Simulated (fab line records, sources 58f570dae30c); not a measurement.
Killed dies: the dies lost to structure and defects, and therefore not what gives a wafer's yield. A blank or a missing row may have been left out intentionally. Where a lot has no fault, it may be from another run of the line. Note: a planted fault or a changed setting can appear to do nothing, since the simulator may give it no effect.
A struck lot beside a sound one :: flow berkeley cmos170 :: 14 out of 331 route steps
Sound: the wafers L658.2, L658.3, L658.5. Wafers struck: L659.1, L659.3, L659.6. Last of all comes the cause.
Order at every step that has rows: each side's tool, ch and its chambers, its first start. Under that, the readings that differ: sound wafers :: struck wafers :: difference of the means :: sigmas: that difference in standard deviations of wafers without a fault.
alike: readings with means less than 2 such deviations apart, plus words and numbers identical on both sides. not compared: withheld readings, readings lacking a value on some wafer, bounds such as >300 that could conceal the same value, and numbers that have no deviation in the record and whose values overlap.
A row with sigmas, a row that says differs or no value, or rows on one side alone: a step with any of these is where the two part. Non-overlapping numbers with no deviation appear without sigmas and do not part them. Lack of a reading on every wafer of one side parts them only where that side has two or more wafers.

UCB170_PLDD_TW_MEAS_11:
  sound on film metro-03 at day 8 01:04; struck on film metro-02 at day 8 00:38
  alike: PLDD_TW
then, 7 steps without rows for these wafers: UCB170_PLDD_CLEAN_12 (cleans in SPM, time 600 s); UCB170_NLDD_HMDS_00 (prime time 60 s); UCB170_NLDD_COAT_01 (resist thk 900 nm); UCB170_NLDD_SOFTBAKE_02 (time 60 s); UCB170_NLDD_EXPOSE_03 (exposes mask NSELECT, target cd 1200 nm); UCB170_NLDD_PEB_04; UCB170_NLDD_DEVELOP_05 (develop time 45 s).
UCB170_NLDD_CD_MEAS_06 targets a cd of 1200 nm.
  sound on cd sem-02 at day 8 02:20; struck on cd sem-01 at day 8 02:09
  alike: cd nm
UCB170_NLDD_OVL_MEAS_07:
  sound on overlay-01 at day 8 02:26; struck on overlay-02 at day 8 02:16
  alike: NLDD_OVL
then, 2 steps without rows for these wafers: UCB170_NLDD_IMPLANT_08; UCB170_NLDD_IMPLANT_09.
UCB170_NLDD_STRIP_10: strips in O2.
  sound on plasma asher-03 ch 0,1, day 8 02:46; struck on plasma asher-01 ch 0,1, day 8 02:36
reading: o2 flow sccm (sccm)
sound: 399.4 398.9 402.5
struck: 480.1 479.5 478.3
difference: +79.0
sigmas: +66

reading: strip time to endpoint s (s)
sound: 21.65 21.64 21.64
struck: 21.15 21.17 21.14
difference: -0.49
sigmas: -8
  alike: drypump motor current A, oes product au
  not compared: rf hours counter h
UCB170_NLDD_TW_MEAS_11:
  sound on film metro-03 at day 8 02:52; struck on film metro-04 at day 8 02:42
  alike: NLDD_TW

WHERE THEY PART
Within this record, at UCB170_NLDD_STRIP_10 only. Later steps at which nothing parts them and some readings are alike: UCB170_NLDD_TW_MEAS_11.

WHY: whatever the simulator had introduced
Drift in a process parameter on plasma asher-01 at UCB170_NLDD_STRIP_10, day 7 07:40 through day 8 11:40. The setting o2 flow sccm was moved by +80, starting from 400. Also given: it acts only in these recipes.
